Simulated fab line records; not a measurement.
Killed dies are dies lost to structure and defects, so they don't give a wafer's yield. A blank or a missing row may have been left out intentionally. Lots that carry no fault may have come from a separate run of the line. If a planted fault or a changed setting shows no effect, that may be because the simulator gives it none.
fab line records	flow rit_cmos
[record] lots = 6	wafers = 18	last_day = 7
route steps=202 shown SDANNEAL@156 PSD@157 NSD@158 PLDD@159 NLDD@160 SILICIDE@161 CONTACT@168 M1@184
lots untouched by any fault: they come from a run of this same line in which no faults occurred
start_h: hours from the record's opening day to when the first of the lot's shown wafers began	wait_h: time in hours since the lot's previous step	" as in the row above	L1.1+2: one row covering several wafers at once	- no value present, or no start provided	* or withheld: withheld	< > ~ a bound
route shown NAME@n: names a module that has steps shown in the file, with the first one's number in the route	usual: the fault-free wafers' mean and standard deviation	same: alike in all rows	chamber/n: place in a boat	sites: per-site readings	_std_site: the standard deviation of these	_edge_site: mean of outer sites minus mean of inner sites	radius_mm: how far each site lies from the wafer's centre	mask NAME#n: copy n	behind: the tool/chamber that last shaped the wafer	hold: cause of the lot's hold/its duration in hours/its outcome	device: transistor that didn't switch, given as n, p or np	end of line: the tests these same wafers got at the end of their route	a step with no rows: only its recipe	killed: dies lost to structure and defects at the first sort, not the wafer's yield	map: dies across one wafer; x = killed, . = not, _ = none there
set.NAME: the setting as run; set.NAME@STEP: as run at that earlier step	model.NAME: the simulator's own value behind a step, which no gauge read
lots at some steps of the route; a table a step, a row a wafer
services: the hour from which a tool's chamber was out of use, counted from the record's first day as start_h (under 0 if before that day), plus the number of hours and why
[[steps]]
[step RIT_SDANNEAL_RTA_03]
[recipe] temp_c = 1050	time_s = 5	idle_temp_c = 600	ramp_up_c_per_s = 342	ramp_down_c_per_s = 171	cool_to_c = 600	ambient = N2
[step RIT_SDANNEAL_RS_MEAS_04]
[recipe] thk_meas_gauge = four-point-probe
[usual] PSD_RS = 115.8/0.34
lot.wafer	tool	chamber	start_h	wait_h	PSD_RS[ohm/sq]
L465.2	film_metro-04	-	64.10	0.1	116.0
L465.3	"	-	"	"	115.8
L465.4	"	-	"	"	115.8
L468.1	film_metro-02	-	82.98	0.0	115.8
L468.2	"	-	"	"	115.7
L468.4	"	-	"	"	116.1
L474.1	film_metro-03	-	114.33	0.0	116.1
L474.2	"	-	"	"	115.8
L474.6	"	-	"	"	116.1
L477.3	film_metro-04	-	128.84	0.1	116.2
L477.4	"	-	"	"	115.7
L477.6	"	-	"	"	116.1
L479.1	film_metro-03	-	139.65	0.0	115.4
L479.3	"	-	"	"	115.9
L479.4	"	-	"	"	115.5
L485.3	film_metro-03	-	169.88	0.1	116.0
L485.5	"	-	"	"	116.1
L485.6	"	-	"	"	115.7
[step RIT_SDANNEAL_RS_MEAS_05]
[recipe] thk_meas_gauge = four-point-probe
[usual] NSD_RS = 84.45/0.25
lot.wafer	tool	chamber	start_h	wait_h	NSD_RS[ohm/sq]
L465.2	film_metro-04	-	64.22	0.1	84.87
L465.3	"	-	"	"	84.35
L465.4	"	-	"	"	85.05
L468.1	film_metro-02	-	83.10	0.1	84.51
L468.2	"	-	"	"	84.33
L468.4	"	-	"	"	84.41
L474.1	film_metro-03	-	114.45	0.1	84.47
L474.2	"	-	"	"	84.48
L474.6	"	-	"	"	84.13
L477.3	film_metro-04	-	128.96	0.1	84.08
L477.4	"	-	"	"	84.12
L477.6	"	-	"	"	84.26
L479.1	film_metro-03	-	139.77	0.1	84.55
L479.3	"	-	"	"	84.56
L479.4	"	-	"	"	84.61
L485.3	film_metro-03	-	170.00	0.1	84.85
L485.5	"	-	"	"	84.72
L485.6	"	-	"	"	84.56
[step RIT_SDANNEAL_RS_MEAS_06]
[recipe] thk_meas_gauge = four-point-probe
[usual] PLDD_RS = 178.5/0.5
lot.wafer	tool	chamber	start_h	wait_h	PLDD_RS[ohm/sq]
L465.2	film_metro-04	-	64.34	0.1	178.5
L465.3	"	-	"	"	178.4
L465.4	"	-	"	"	178.9
L468.1	film_metro-02	-	83.22	0.1	178.9
L468.2	"	-	"	"	179.4
L468.4	"	-	"	"	179.1
L474.1	film_metro-03	-	114.57	0.1	178.3
L474.2	"	-	"	"	178.4
L474.6	"	-	"	"	178.5
L477.3	film_metro-04	-	129.08	0.1	178.5
L477.4	"	-	"	"	178.1
L477.6	"	-	"	"	178.8
L479.1	film_metro-03	-	139.89	0.1	178.1
L479.3	"	-	"	"	179.0
L479.4	"	-	"	"	178.2
L485.3	film_metro-03	-	170.12	0.1	178.8
L485.5	"	-	"	"	178.8
L485.6	"	-	"	"	179.2
[step RIT_SDANNEAL_RS_MEAS_07]
[recipe] thk_meas_gauge = four-point-probe
[usual] NLDD_RS = 151.6/0.58
lot.wafer	tool	chamber	start_h	wait_h	NLDD_RS[ohm/sq]
L465.2	film_metro-04	-	64.46	0.1	152.2
L465.3	"	-	"	"	151.9
L465.4	"	-	"	"	152.5
L468.1	film_metro-02	-	83.34	0.1	152.0
L468.2	"	-	"	"	151.6
L468.4	"	-	"	"	152.5
L474.1	film_metro-03	-	114.69	0.1	151.6
L474.2	"	-	"	"	150.9
L474.6	"	-	"	"	150.8
L477.3	film_metro-04	-	129.20	0.1	152.4
L477.4	"	-	"	"	152.5
L477.6	"	-	"	"	152.4
L479.1	film_metro-03	-	140.01	0.1	152.2
L479.3	"	-	"	"	152.4
L479.4	"	-	"	"	152.0
L485.3	film_metro-03	-	170.24	0.1	152.0
L485.5	"	-	"	"	151.6
L485.6	"	-	"	"	151.6
[step RIT_SILICIDE_WET_ETCH_00]
[recipe] chemistry = BOE	target = SiO2	target_depth_nm = 14	time_s = 15	dry = n2_spin	dilution = 10:1	temp_c = 21.5
[step RIT_SILICIDE_SPUTTER_01]
[recipe] material = Ti	target_thk_nm = 30	power_w = 350	chamber_pressure_pa = 0.667	gas = Ar	time_s = 240	substrate_temp_c = 25
[usual] throttle_valve_pct = 29.6/1.2
lot.wafer	tool	chamber	start_h	wait_h	throttle_valve_pct
L465.2	pvd_sputter-01	-	64.57	0.0	30.2
L465.3	"	-	"	"	30.8
L465.4	"	-	"	"	28.2
L468.1	pvd_sputter-03	-	83.47	0.0	30.8
L468.2	"	-	"	"	29.9
L468.4	"	-	"	"	29.8
L474.1	pvd_sputter-04	-	114.83	0.0	28.4
L474.2	"	-	"	"	31.1
L474.6	"	-	"	"	31.1
L477.3	pvd_sputter-03	-	129.30	0.0	29.7
L477.4	"	-	"	"	31.7
L477.6	"	-	"	"	31.7
L479.1	pvd_sputter-01	-	140.14	0.0	30.2
L479.3	"	-	"	"	30.1
L479.4	"	-	"	"	28.3
L485.3	pvd_sputter-03	-	170.33	0.0	31.0
L485.5	"	-	"	"	31.3
L485.6	"	-	"	"	29.6
[step RIT_SILICIDE_RS_MEAS_02]
[recipe] thk_meas_gauge = four-point-probe	reads = Ti_of_SILICIDE_SPUTTER_01
[usual] SILICIDE_TI_RS = 47.9/0.69
lot.wafer	tool	chamber	start_h	wait_h	SILICIDE_TI_RS[ohm/sq]
L465.2	film_metro-02	-	64.74	0.1	47.9
L465.3	"	-	"	"	48.2
L465.4	"	-	"	"	48.1
L468.1	film_metro-01	-	83.62	0.1	47.1
L468.2	"	-	"	"	47.5
L468.4	"	-	"	"	47.1
L474.1	film_metro-02	-	114.98	0.1	47.1
L474.2	"	-	"	"	47.3
L474.6	"	-	"	"	47.6
L477.3	film_metro-02	-	129.49	0.1	47.9
L477.4	"	-	"	"	48.3
L477.6	"	-	"	"	47.8
L479.1	film_metro-02	-	140.29	0.1	48.6
L479.3	"	-	"	"	48.4
L479.4	"	-	"	"	48.6
L485.3	film_metro-01	-	170.52	0.1	46.2
L485.5	"	-	"	"	46.8
L485.6	"	-	"	"	47.0
[step RIT_SILICIDE_THK_MEAS_03]
[recipe] thk_meas_gauge = xrf	reads = Ti_of_SILICIDE_SPUTTER_01
[usual] SILICIDE_TI_THK = 30.5/0.38
lot.wafer	tool	chamber	start_h	wait_h	SILICIDE_TI_THK[nm]
L465.2	film_metro-02	-	64.85	0.1	30.6
L465.3	"	-	"	"	30.4
L465.4	"	-	"	"	30.5
L468.1	film_metro-01	-	83.74	0.1	30.7
L468.2	"	-	"	"	30.6
L468.4	"	-	"	"	30.8
L474.1	film_metro-02	-	115.10	0.1	30.9
L474.2	"	-	"	"	31.0
L474.6	"	-	"	"	30.7
L477.3	film_metro-02	-	129.59	0.1	30.4
L477.4	"	-	"	"	30.3
L477.6	"	-	"	"	30.4
L479.1	film_metro-02	-	140.41	0.1	30.2
L479.3	"	-	"	"	30.2
L479.4	"	-	"	"	30.1
L485.3	film_metro-01	-	170.62	0.1	31.2
L485.5	"	-	"	"	30.7
L485.6	"	-	"	"	30.8
[step RIT_SILICIDE_RTA_04]
[recipe] temp_c = 650	time_s = 10	idle_temp_c = 25	ramp_up_s = 5	ramp_down_s = 5	cool_to_c = 25	ambient = N2
[usual] wafer_temp_C_max = 652.3/0.63
lot.wafer	tool	chamber	start_h	wait_h	wafer_temp_C_max
L465.2	rtp_anneal-01	0	64.91	0.1	652.4
L465.3	"	0	"	"	652.3
L465.4	"	0	"	"	653.3
L468.1	rtp_anneal-02	0	83.80	0.1	653.1
L468.2	"	0	"	"	651.4
L468.4	"	0	"	"	651.5
L474.1	rtp_anneal-02	0	115.16	0.1	652.1
L474.2	"	0	"	"	652.4
L474.6	"	0	"	"	651.5
L477.3	rtp_anneal-01	0	129.65	0.1	652.3
L477.4	"	0	"	"	652.9
L477.6	"	0	"	"	652.5
L479.1	rtp_anneal-01	0	140.47	0.1	652.5
L479.3	"	0	"	"	653.1
L479.4	"	0	"	"	653.6
L485.3	rtp_anneal-01	0	170.68	0.1	652.9
L485.5	"	0	"	"	652.3
L485.6	"	0	"	"	652.6
[step RIT_SILICIDE_WET_ETCH_05]
[recipe] chemistry = SPM	target = Ti	temp_c = 90	time_s = 120	dry = n2_spin
[step RIT_SILICIDE_RTA_06]
[recipe] temp_c = 750	time_s = 10	idle_temp_c = 25	ramp_up_s = 5	ramp_down_s = 10	cool_to_c = 25	ambient = N2
[usual] wafer_temp_C_max = 752.6/0.62
lot.wafer	tool	chamber	start_h	wait_h	wafer_temp_C_max
L465.2	rtp_anneal-02	0	65.03	0.0	752.5
L465.3	"	0	"	"	751.4
L465.4	"	0	"	"	751.9
L468.1	rtp_anneal-01	0	83.98	0.0	753.3
L468.2	"	0	"	"	752.8
L468.4	"	0	"	"	752.5
L474.1	rtp_anneal-01	0	115.31	0.0	753.3
L474.2	"	0	"	"	753.2
L474.6	"	0	"	"	752.6
L477.3	rtp_anneal-02	0	129.76	0.0	751.6
L477.4	"	0	"	"	752.9
L477.6	"	0	"	"	753.4
L479.1	rtp_anneal-02	0	140.58	0.0	752.4
L479.3	"	0	"	"	753.0
L479.4	"	0	"	"	752.3
L485.3	rtp_anneal-02	0	170.79	0.0	752.8
L485.5	"	0	"	"	751.4
L485.6	"	0	"	"	753.6
[step RIT_CONTACT_CVD_00]
[recipe] material = SiO2	target_thk_nm = 400	precursor = TEOS	temp_c = 390	time_s = 61	rf_w = 400
[usual] heater_power_w = 308/63
lot.wafer	tool	chamber	start_h	wait_h	heater_power_w
L465.2	pecvd-04	0	65.08	0.0	253
L465.3	"	1	"	"	234
L465.4	"	2	"	"	283
L468.1	pecvd-04	0	84.04	0.1	248
L468.2	"	1	"	"	190
L468.4	"	0	"	"	266
L474.1	pecvd-04	0	115.37	0.1	276
L474.2	"	2	"	"	293
L474.6	"	0	"	"	290
L477.3	pecvd-04	2	129.81	0.0	279
L477.4	"	0	"	"	294
L477.6	"	2	"	"	292
L479.1	pecvd-01	2	140.65	0.1	249
L479.3	"	0	"	"	312
L479.4	"	2	"	"	272
L485.3	pecvd-01	2	170.84	0.0	305
L485.5	"	2	"	"	322
L485.6	"	0	"	"	268
[step RIT_CONTACT_THK_MEAS_01]
[recipe] reads = SiO2_of_CONTACT_CVD_00
[usual] CONTACT_TEOS_THK = 401/4.5
lot.wafer	tool	chamber	start_h	wait_h	CONTACT_TEOS_THK[nm]
L465.2	film_metro-01	-	65.14	0.0	397
L465.3	"	-	"	"	395
L465.4	"	-	"	"	403
L468.1	film_metro-03	-	84.09	0.0	390
L468.2	"	-	"	"	391
L468.4	"	-	"	"	394
L474.1	film_metro-01	-	115.42	0.0	399
L474.2	"	-	"	"	399
L474.6	"	-	"	"	407
L477.3	film_metro-01	-	129.88	0.0	401
L477.4	"	-	"	"	406
L477.6	"	-	"	"	403
L479.1	film_metro-01	-	140.70	0.0	396
L479.3	"	-	"	"	397
L479.4	"	-	"	"	402
L485.3	film_metro-02	-	170.91	0.0	402
L485.5	"	-	"	"	408
L485.6	"	-	"	"	410
[step RIT_CONTACT_HMDS_02]
[recipe] prime_time_s = 60	prime_temp_c = 140
[step RIT_CONTACT_COAT_03]
[recipe] resist = NOVOLAK	spin_rpm = 3250	resist_thk_nm = 1000
[step RIT_CONTACT_SOFTBAKE_04]
[recipe] resist = NOVOLAK	temp_c = 90	time_s = 60
[step RIT_CONTACT_EXPOSE_05]
[recipe] mask_id = M11	na = 0.6	source_shape = conventional	sigma_outer = 0.5	target_cd_nm = 1000	dose_mj = 250
[step RIT_CONTACT_PEB_06]
[recipe] resist = NOVOLAK	temp_c = withheld	time_s = withheld
[step RIT_CONTACT_DEVELOP_07]
[recipe] resist = NOVOLAK	develop_time_s = 120	dev_temp_c = 23
[step RIT_CONTACT_CD_MEAS_08]
[recipe] target_cd_nm = 1000
[usual] cd_nm = 999.5/1.6
lot.wafer	tool	chamber	start_h	wait_h	cd_nm
L465.2	cd_sem-02	-	66.23	-	1001.2
L465.3	"	-	"	"	999.8
L465.4	"	-	"	"	998.2
L468.1	cd_sem-01	-	85.17	-	997.9
L468.2	"	-	"	"	997.4
L468.4	"	-	"	"	997.5
L474.1	cd_sem-02	-	116.47	-	1000.1
L474.2	"	-	"	"	1000.6
L474.6	"	-	"	"	1001.0
L477.3	cd_sem-01	-	130.92	-	998.3
L477.4	"	-	"	"	998.8
L477.6	"	-	"	"	997.8
L479.1	cd_sem-02	-	141.85	-	996.9
L479.3	"	-	"	"	998.0
L479.4	"	-	"	"	997.8
L485.3	cd_sem-01	-	172.08	-	1002.2
L485.5	"	-	"	"	998.9
L485.6	"	-	"	"	1000.8
[step RIT_CONTACT_OVL_MEAS_09]
[usual] CONTACT_OVL = -0.8/1.7
lot.wafer	tool	chamber	start_h	wait_h	CONTACT_OVL[nm]
L465.2	overlay-02	-	66.34	0.1	-1.8
L465.3	"	-	"	"	-2.5
L465.4	"	-	"	"	-3.1
L468.1	overlay-01	-	85.29	0.1	-2.5
L468.2	"	-	"	"	-4.4
L468.4	"	-	"	"	-1.2
L474.1	overlay-01	-	116.59	0.1	-0.1
L474.2	"	-	"	"	-0.4
L474.6	"	-	"	"	-2.2
L477.3	overlay-01	-	131.02	0.1	-1.5
L477.4	"	-	"	"	-0.2
L477.6	"	-	"	"	-0.6
L479.1	overlay-02	-	141.97	0.1	-1.0
L479.3	"	-	"	"	-2.3
L479.4	"	-	"	"	-1.0
L485.3	overlay-02	-	172.17	0.1	-0.2
L485.5	"	-	"	"	-2.0
L485.6	"	-	"	"	-1.0
[step RIT_CONTACT_HARDBAKE_10]
[recipe] resist = NOVOLAK	temp_c = 140	time_s = 60
[step RIT_CONTACT_ETCH_11]
[recipe] target_depth_a = 4800	over_etch_frac = 0.2	stop_on = TiSi2	chemistry = CHF3/CF4/Ar	target = SiO2	CHF3_flow_sccm = 50	cf4_flow_sccm = 10	Ar_flow_sccm = 100	O2_flow_sccm = 5	pressure_mtorr = 100	rf_w = 200	time_s = 320
[step RIT_CONTACT_STRIP_12]
[recipe] chemistry = O2	time_s = 180	resist = NOVOLAK	platen_temp_c = withheld	power_w = 500	pressure_mtorr = 4000	o2_flow_sccm = 4000
[usual] drypump_motor_current_A = 5.9/0.48
lot.wafer	tool	chamber	start_h	wait_h	drypump_motor_current_A	rf_hours_counter_h
L465.2	plasma_asher-01	0	66.71	0.1	5.8	27
L465.3	"	0	"	"	5.8	-
L465.4	"	1	"	"	6.3	-
L468.1	plasma_asher-01	1	85.67	0.1	6.2	29
L468.2	"	0	"	"	5.9	29
L468.4	"	1	"	"	6.3	-
L474.1	plasma_asher-02	0	116.97	0.1	6.6	47
L474.2	"	1	"	"	5.7	47
L474.6	"	0	"	"	6.6	-
L477.3	plasma_asher-02	1	131.44	0.2	5.8	-
L477.4	"	0	"	"	6.6	-
L477.6	"	1	"	"	5.7	-
L479.1	plasma_asher-04	0	142.53	0.1	5.4	2
L479.3	"	0	"	"	5.4	-
L479.4	"	1	"	"	5.0	-
L485.3	plasma_asher-01	1	172.60	0.2	6.3	-
L485.5	"	0	"	"	5.8	-
L485.6	"	1	"	"	6.2	-
[step RIT_CONTACT_CD_MEAS_90]
[recipe] target_cd_nm = 1000
[usual] cd_nm = 999.6/1.6
lot.wafer	tool	chamber	start_h	wait_h	cd_nm
L465.2	cd_sem-02	-	66.91	0.1	1001.0
L465.3	"	-	"	"	999.2
L465.4	"	-	"	"	998.2
L468.1	cd_sem-02	-	85.85	0.1	997.6
L468.2	"	-	"	"	997.3
L468.4	"	-	"	"	997.4
L474.1	cd_sem-01	-	117.15	0.1	1000.0
L474.2	"	-	"	"	1000.2
L474.6	"	-	"	"	1001.0
L477.3	cd_sem-01	-	131.60	0.1	998.7
L477.4	"	-	"	"	999.1
L477.6	"	-	"	"	998.3
L479.1	cd_sem-01	-	142.71	0.1	997.8
L479.3	"	-	"	"	998.7
L479.4	"	-	"	"	998.1
L485.3	cd_sem-01	-	172.75	0.1	1002.1
L485.5	"	-	"	"	998.9
L485.6	"	-	"	"	1001.2
[step RIT_CONTACT_CLEAN_13]
[recipe] chemistry = SC1	mix = 3:3:50	time_s = 600	temp_c = 75
[step RIT_CONTACT_CLEAN_14]
[recipe] chemistry = SC2	mix = 3:3:50	time_s = 600	temp_c = 75	dry = n2_spin
[step RIT_M1_SPUTTER_00]
[recipe] material = Al	target_thk_nm = 400	power_w = 2000	chamber_pressure_pa = 0.4	gas = Ar	time_s = 500	substrate_temp_c = 25
[usual] throttle_valve_pct = 30.1/1.3
lot.wafer	tool	chamber	start_h	wait_h	throttle_valve_pct
L465.2	pvd_sputter-02	-	67.53	0.0	29.8
L465.3	"	-	"	"	28.1
L465.4	"	-	"	"	32.4
L468.1	pvd_sputter-01	-	86.32	0.0	29.6
L468.2	"	-	"	"	30.3
L468.4	"	-	"	"	29.3
L474.1	pvd_sputter-03	-	117.65	0.0	31.2
L474.2	"	-	"	"	31.8
L474.6	"	-	"	"	31.7
L477.3	pvd_sputter-02	-	132.05	0.0	32.5
L477.4	"	-	"	"	27.9
L477.6	"	-	"	"	28.0
L479.1	pvd_sputter-02	-	143.18	0.0	29.5
L479.3	"	-	"	"	27.9
L479.4	"	-	"	"	32.4
L485.3	pvd_sputter-01	-	173.20	0.0	30.6
L485.5	"	-	"	"	28.3
L485.6	"	-	"	"	30.6
[step RIT_M1_RS_MEAS_01]
[recipe] thk_meas_gauge = four-point-probe	reads = Al_of_M1_SPUTTER_00
[usual] M1_AL_RS = 0.0737/0.00076
lot.wafer	tool	chamber	start_h	wait_h	M1_AL_RS[ohm/sq]
L465.2	film_metro-04	-	67.84	0.2	0.0732
L465.3	"	-	"	"	0.0739
L465.4	"	-	"	"	0.0730
L468.1	film_metro-04	-	86.61	0.1	0.0727
L468.2	"	-	"	"	0.0729
L468.4	"	-	"	"	0.0732
L474.1	film_metro-02	-	117.94	0.1	0.0737
L474.2	"	-	"	"	0.0742
L474.6	"	-	"	"	0.0746
L477.3	film_metro-03	-	132.38	0.2	0.0725
L477.4	"	-	"	"	0.0733
L477.6	"	-	"	"	0.0726
L479.1	film_metro-04	-	143.47	0.1	0.0744
L479.3	"	-	"	"	0.0745
L479.4	"	-	"	"	0.0743
L485.3	film_metro-02	-	173.53	0.2	0.0723
L485.5	"	-	"	"	0.0717
L485.6	"	-	"	"	0.0725
[step RIT_M1_THK_MEAS_02]
[recipe] thk_meas_gauge = xrf	reads = Al_of_M1_SPUTTER_00
[usual] M1_AL_THK = 394/4.6
lot.wafer	tool	chamber	start_h	wait_h	M1_AL_THK[nm]
L465.2	film_metro-04	-	67.95	0.1	395
L465.3	"	-	"	"	395
L465.4	"	-	"	"	396
L468.1	film_metro-04	-	86.73	0.1	399
L468.2	"	-	"	"	396
L468.4	"	-	"	"	395
L474.1	film_metro-02	-	118.06	0.1	394
L474.2	"	-	"	"	389
L474.6	"	-	"	"	388
L477.3	film_metro-03	-	132.48	0.1	403
L477.4	"	-	"	"	397
L477.6	"	-	"	"	403
L479.1	film_metro-04	-	143.59	0.1	385
L479.3	"	-	"	"	388
L479.4	"	-	"	"	387
L485.3	film_metro-02	-	173.63	0.1	399
L485.5	"	-	"	"	406
L485.6	"	-	"	"	400
[step RIT_M1_HMDS_03]
[recipe] prime_time_s = 60	prime_temp_c = 140
[step RIT_M1_COAT_04]
[recipe] resist = NOVOLAK	spin_rpm = 2000	resist_thk_nm = 1300
[step RIT_M1_SOFTBAKE_05]
[recipe] resist = NOVOLAK	temp_c = 90	time_s = 60
[step RIT_M1_EXPOSE_06]
[recipe] mask_id = M12	na = 0.6	source_shape = conventional	sigma_outer = 0.5	target_cd_nm = 2600	dose_mj = 250
[step RIT_M1_PEB_07]
[recipe] resist = NOVOLAK	temp_c = withheld	time_s = withheld
[step RIT_M1_DEVELOP_08]
[recipe] resist = NOVOLAK	develop_time_s = 68	dev_temp_c = 23
[step RIT_M1_CD_MEAS_09]
[recipe] target_cd_nm = 2600
[usual] cd_nm = 2599.3/2.8
lot.wafer	tool	chamber	start_h	wait_h	cd_nm
L465.2	cd_sem-02	-	68.90	-	2602.0
L465.3	"	-	"	"	2596.6
L465.4	"	-	"	"	2598.9
L468.1	cd_sem-02	-	87.67	-	2600.0
L468.2	"	-	"	"	2601.4
L468.4	"	-	"	"	2598.8
L474.1	cd_sem-02	-	119.13	-	2597.8
L474.2	"	-	"	"	2596.6
L474.6	"	-	"	"	2598.0
L477.3	cd_sem-02	-	133.57	-	2600.5
L477.4	"	-	"	"	2598.4
L477.6	"	-	"	"	2600.9
L479.1	cd_sem-02	-	144.66	-	2599.3
L479.3	"	-	"	"	2600.8
L479.4	"	-	"	"	2601.4
L485.3	cd_sem-01	-	174.59	-	2596.0
L485.5	"	-	"	"	2600.0
L485.6	"	-	"	"	2596.1
[step RIT_M1_OVL_MEAS_10]
[usual] M1_OVL = -0.1/1.3
lot.wafer	tool	chamber	start_h	wait_h	M1_OVL[nm]
L465.2	overlay-02	-	69.01	0.1	-1.6
L465.3	"	-	"	"	-1.4
L465.4	"	-	"	"	-2.4
L468.1	overlay-01	-	87.79	0.1	0.1
L468.2	"	-	"	"	-2.3
L468.4	"	-	"	"	-0.8
L474.1	overlay-01	-	119.25	0.1	-0.7
L474.2	"	-	"	"	1.4
L474.6	"	-	"	"	0.7
L477.3	overlay-01	-	133.66	0.1	1.6
L477.4	"	-	"	"	0.6
L477.6	"	-	"	"	3.0
L479.1	overlay-02	-	144.78	0.1	-0.5
L479.3	"	-	"	"	0.2
L479.4	"	-	"	"	2.4
L485.3	overlay-01	-	174.69	0.1	0.1
L485.5	"	-	"	"	1.9
L485.6	"	-	"	"	1.9
[step RIT_M1_HARDBAKE_11]
[recipe] resist = NOVOLAK	temp_c = 140	time_s = 120
[step RIT_M1_METAL_ETCH_12]
[recipe] stop_on = SiO2	chemistry = Cl2/BCl3	target = Al	time_s = 165	over_etch_frac = 0.5	pressure_mtorr = 100	target_depth_a = 6000	rf_w = 250	Cl2_flow_sccm = 60	bcl3_flow_sccm = 50
[step RIT_M1_STRIP_13]
[recipe] chemistry = nmp	resist = NOVOLAK	temp_c = 80	time_s = 600	dry = n2_spin
[step RIT_M1_PROBE_99]
[usual] killed_at_contacts = 0.1/0.24	killed_at_front_end = 7.1/3	killed_dies = 7.2/3	killed_on_rim = 1.9/1.4	killed_open = 3.7/2	killed_short = 3.5/2
[same] gross_dies = 264	killed_at_M0_to_M3 = 0	killed_at_M4_up = 0	killed_at_back_side = 0	killed_at_other = 0
lot.wafer	tool	chamber	start_h	wait_h	killed_at_contacts	killed_at_front_end	killed_dies	killed_on_rim	killed_open	killed_short
L465.2	prober-02	-	72.91	0.1	0	1	1	0	0	1
L465.3	prober-02	-	72.96	0.2	0	4	4	1	3	1
L465.4	prober-02	-	73.01	0.2	0	4	4	2	3	1
L468.1	prober-01	-	90.63	0.1	0	13	13	4	7	6
L468.2	prober-01	-	90.68	0.1	0	6	6	0	2	4
L468.4	prober-01	-	90.78	0.2	0	6	6	0	1	5
L474.1	prober-01	-	122.56	0.1	16	9	25	11	5	4
L474.2	prober-01	-	122.61	0.1	0	6	6	3	3	3
L474.6	prober-01	-	122.81	0.2	16	12	28	8	5	7
L477.3	prober-02	-	138.79	0.2	0	6	6	1	4	2
L477.4	prober-02	-	138.84	0.2	14	8	22	9	4	4
L477.6	prober-02	-	138.94	0.2	0	5	5	1	3	2
// killed by level:class
L465.2 REOX:geometric_particle:short=1
L465.3 GATE:geometric_particle:open=2 REOX:geometric_particle:short=1 SILICIDE:geometric_particle:open=1
L465.4 GATE:geometric_particle:open=2 REOX:geometric_particle:short=1 SILICIDE:geometric_particle:open=1
L468.1 FOX2:geometric_particle:open=3 GATE:geometric_particle:short=3 GATE:geometric_particle:open=2 REOX:geometric_particle:short=2 FOX1:geometric_particle:open=1 REOX:geometric_particle:open=1 SPACER:geometric_particle:short=1
L468.2 GATE:geometric_particle:short=2 FOX2:geometric_particle:short=1 SPACER:geometric_particle:open=1 SILICIDE:geometric_particle:open=1 SILICIDE:geometric_particle:short=1
L468.4 SPACER:geometric_particle:short=2 FOX2:geometric_particle:short=1 GATE:geometric_particle:short=1 SILICIDE:geometric_particle:open=1 SILICIDE:geometric_particle:short=1
L474.1 CONTACT:unspecified=16 FOX2:geometric_particle:short=2 REOX:geometric_particle:open=2 FOX2:geometric_particle:open=1 GATE:geometric_particle:short=1 GATE:geometric_particle:open=1 REOX:geometric_particle:short=1 SPACER:geometric_particle:open=1
L474.2 REOX:geometric_particle:open=2 GATE:geometric_particle:short=1 GATE:geometric_particle:open=1 REOX:geometric_particle:short=1 SILICIDE:geometric_particle:short=1
L474.6 CONTACT:unspecified=16 GATE:geometric_particle:open=4 GATE:geometric_particle:short=3 FOX2:geometric_particle:short=2 FOX1:geometric_particle:open=1 REOX:geometric_particle:short=1 SPACER:geometric_particle:short=1
L477.3 REOX:geometric_particle:open=3 SPACER:geometric_particle:short=2 GATE:geometric_particle:open=1
L477.4 CONTACT:unspecified=14 FOX1:geometric_particle:open=2 FOX1:geometric_particle:short=2 FOX2:geometric_particle:short=1 GATE:geometric_particle:open=1 GATE:geometric_particle:short=1 SILICIDE:geometric_particle:open=1
L477.6 FOX1:geometric_particle:short=1 GATE:geometric_particle:open=1 GATE:geometric_particle:short=1 REOX:geometric_particle:open=1 SILICIDE:geometric_particle:open=1
// map L474.6 (x killed, . not)
________.....x._______
_____.............____
____...............___
___.................__
__..................._
__.....x............x_
_...........x.........
_.....................
_............x..xx....
_...............x.....
__....x............x._
__..................._
___..x.x.x......x...__
____.xxxxxxx.......___
_____xxxxxx.......____
________x......_______
// map L477.4 (x killed, . not)
________x......_______
_____.............____
____.............x.___
___.................__
__..................._
__..........x........_
_.....................
_...........xx........
_..x.....x............
_.....................
__..................._
__..................._
___.x..xx...........__
____.xxxxx.........___
_____xxxxx...x....____
________x......_______
[[services]]
tool	chamber	start_h	hours	kind
pvd_sputter-04	-	81.06	2.9	repair
pvd_sputter-02	-	85.74	2.0	repair
pecvd-01	0	92.19	3.4	repair
plasma_asher-04	-	108.75	9.0	pm
plasma_asher-04	0	108.75	9.0	vent_cycle
plasma_asher-04	1	108.75	9.0	vent_cycle
plasma_asher-04	0	117.75	-	clean
plasma_asher-04	1	117.75	-	clean
plasma_asher-04	-	135.51	1.5	repair
pvd_sputter-01	-	152.01	19.6	repair
pvd_sputter-02	-	154.25	9.3	repair
[[key]]
[first_sign] step = RIT_M1_PROBE_99	reading = killed_at_contacts	direction = up	sigmas = 15	usual = 0.1	struck = 15.3
[effect] step = RIT_M1_PROBE_99	reading = killed_dies	direction = up	sigmas = 6	usual = 7.2	struck = 25
met_at RIT_CONTACT_CVD_00
struck_wafers L474.1,L474.6,L477.4
tester_left_out L474,L477
onset_between 84.04 115.37
[fault] kind = chamber_particle_source	tool = pecvd-04	chamber = 0	onset_h = 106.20	steps = RIT_CONTACT_CVD_00	rate_per_visit_cm2 = 0.44954	end_h = 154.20
// tester_left_out: of these lots the tester's yield and bins aren't shown, on N5 and GAA mostly nor the transistor test; their killed dies are dies lost to structure and defects alone, not to doping, threshold or leakage, so they don't give the yield
